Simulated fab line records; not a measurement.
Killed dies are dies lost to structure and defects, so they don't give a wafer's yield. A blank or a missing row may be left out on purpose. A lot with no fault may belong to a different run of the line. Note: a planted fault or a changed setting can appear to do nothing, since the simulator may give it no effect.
The tool behind it: which one? | flow berkeley cmos170 | 11 lots, 33 wafers sampled, at 4 steps of a route of 331

WHAT THE GAUGES READ, wafer by wafer
UCB170_PWELL_OVL_MEAS_13.
lot  | measured    | on         | PWELL_OVL (nm)
L955 | day 3 12:23 | overlay-01 | -4 -15 2
L963 | day 5 04:03 | overlay-01 | -6 -6 -6
L964 | day 5 03:52 | overlay-01 | -14 -6 -15
L968 | day 6 06:16 | overlay-01 | -1 -8 -3
L970 | day 6 16:40 | overlay-01 | -10 -4 -17
L972 | day 7 03:31 | overlay-02 | -18 -8 -6
L973 | day 7 03:16 | overlay-01 | -10 -9 -16
L975 | day 7 15:13 | overlay-02 | -6 -3 -9
L977 | day 8 01:40 | overlay-02 | -8 -11 -7
L976 | day 8 01:24 | overlay-01 | -5 -13 -2
L978 | day 8 10:43 | overlay-01 | -11 -14 -6

UCB170_NSD_CD_MEAS_06: target cd 1200 nm.
lot  | measured     | on        | cd nm (nm)
L955 | day 8 05:04  | cd sem-01 | 1198.4 1198.4 1197.6
L963 | day 10 14:01 | cd sem-01 | 1207.8 1208.7 1209.5 1207.7 1208.7 1209.5
L964 | day 10 14:21 | cd sem-01 | 1210.6 1209.7 1209.7 1210.7 1209.7 1209.8
L968 | day 11 12:09 | cd sem-01 | 1199.0 1200.6 1200.2
L970 | day 12 03:05 | cd sem-02 | 1198.0 1199.1 1198.7
L972 | day 12 14:27 | cd sem-01 | 1197.2 1198.3 1198.5
L973 | day 12 14:43 | cd sem-02 | 1201.6 1201.5 1202.8
L975 | day 12 21:29 | cd sem-01 | 1200.0 1199.9 1201.5
L977 | day 13 07:23 | cd sem-02 | 1201.8 1202.5 1202.5
L976 | day 13 07:40 | cd sem-02 | 1202.0 1203.0 1203.4
L978 | day 13 06:58 | cd sem-02 | 1200.5 1201.7 1200.7

WHAT TOOL EACH LOT RAN ON (gives the tool, then ch and the chambers of the sampled wafers, and finally the start)
lot  | UCB170_ZERO_STRIP_07                | UCB170_NSD_PEB_04
L955 | plasma asher-03 ch 0,1, day 1 19:50 | litho track-04 ch 0, day 8 04:48
L963 | plasma asher-03 ch 0,1, day 3 15:04 | litho track-04 ch 0, day 10 13:44
L964 | plasma asher-04 ch 0,1, day 3 21:37 | litho track-04 ch 0, day 10 14:05
L968 | plasma asher-03 ch 0,1, day 4 17:52 | litho track-01 ch 0, day 11 11:46
L970 | plasma asher-02 ch 0, day 5 03:13   | litho track-02 ch 0, day 12 02:45
L972 | plasma asher-04 ch 0,1, day 5 12:52 | litho track-02 ch 0, day 12 14:11
L973 | plasma asher-04 ch 0,1, day 5 18:11 | litho track-02 ch 0, day 12 14:26
L975 | plasma asher-02 ch 0,1, day 6 01:50 | litho track-01 ch 0, day 12 21:13
L977 | plasma asher-03 ch 0,1, day 6 09:35 | litho track-01 ch 0, day 13 06:56
L976 | plasma asher-02 ch 0,1, day 6 09:39 | litho track-01 ch 0, day 13 07:23
L978 | plasma asher-04 ch 0,1, day 6 19:07 | litho track-01 ch 0, day 13 06:32
- UCB170_ZERO_STRIP_07: strips in O2.
- UCB170_NSD_PEB_04

AS READ BY THE TOOLS THEMSELVES (means over the sampled wafers that have a number; for cases with no such wafer, the mark the record gives instead)
UCB170_ZERO_STRIP_07.
lot  | tool            | chamber pressure mTorr (mTorr) | drypump motor current A (A) | oes product au (a.u.) | strip time to endpoint s (s)
L955 | plasma asher-03 | 3503                           | 6.4                         | 0.728                 | 21.38
L963 | plasma asher-03 | 3503                           | 6.4                         | 0.727                 | 21.44
L964 | plasma asher-04 | 3503                           | 6.2                         | 0.728                 | 21.44
L968 | plasma asher-03 | 3498                           | 6.5                         | 0.729                 | 21.43
L970 | plasma asher-02 | 3502                           | 5.4                         | 0.728                 | 21.57
L972 | plasma asher-04 | 3499                           | 6.2                         | 0.725                 | 21.49
L973 | plasma asher-04 | 3497                           | 6.2                         | 0.728                 | 21.55
L975 | plasma asher-02 | 3501                           | 5.2                         | 0.726                 | 21.53
L977 | plasma asher-03 | 3501                           | 6.4                         | 0.727                 | 21.42
L976 | plasma asher-02 | 3500                           | 5.0                         | 0.726                 | 21.46
L978 | plasma asher-04 | 3497                           | 6.0                         | 0.730                 | 21.38

THE ANSWER, worked out from the rows above alone
Rule: what is usual is taken from the lots themselves. The widest of any qualifying gaps counts: lots, ordered by their means at a reading, are off when they make up no more than a third of the lots, leave a main group of 4 or more, and stand apart from it by 3 or more times the standard deviation of that group's means. A main group whose means are all the same, to the digits that the tables above print for the reading, isn't used. Also off: a lot with no number at a reading for which 4 or more lots have one. Any other lot the step has rows for is counted as sound. Order of review: gauges by route order, followed by the tools' own readings, for which a lot's mean as printed above is used. The first step at which some lot is off is used, and at that step the reading that is off furthest; a lot without a number counts as furthest.
Off: L963, L964 (UCB170_NSD_CD_MEAS_06, cd nm). The main group: mean 1200.3 nm, standard deviation 1.7.
A tool fits if, at a process step before that reading, it ran every lot that is off, and no sound lot after the first of them. Those tools and the gauges at UCB170_NSD_CD_MEAS_06 are tried in the same way. One candidate fits, namely litho track-04 at UCB170_NSD_PEB_04. Its last sound lot is L955 (day 8 04:48), its first lot that is off L963 (day 10 13:44): a fault that began between those two fits.

WHAT WAS PUT IN BY THE SIMULATOR
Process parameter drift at UCB170_NSD_PEB_04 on litho track-04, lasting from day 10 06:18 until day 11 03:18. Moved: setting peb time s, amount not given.
Lots struck among those shown: L964, L963. The rule above reached the same finding.
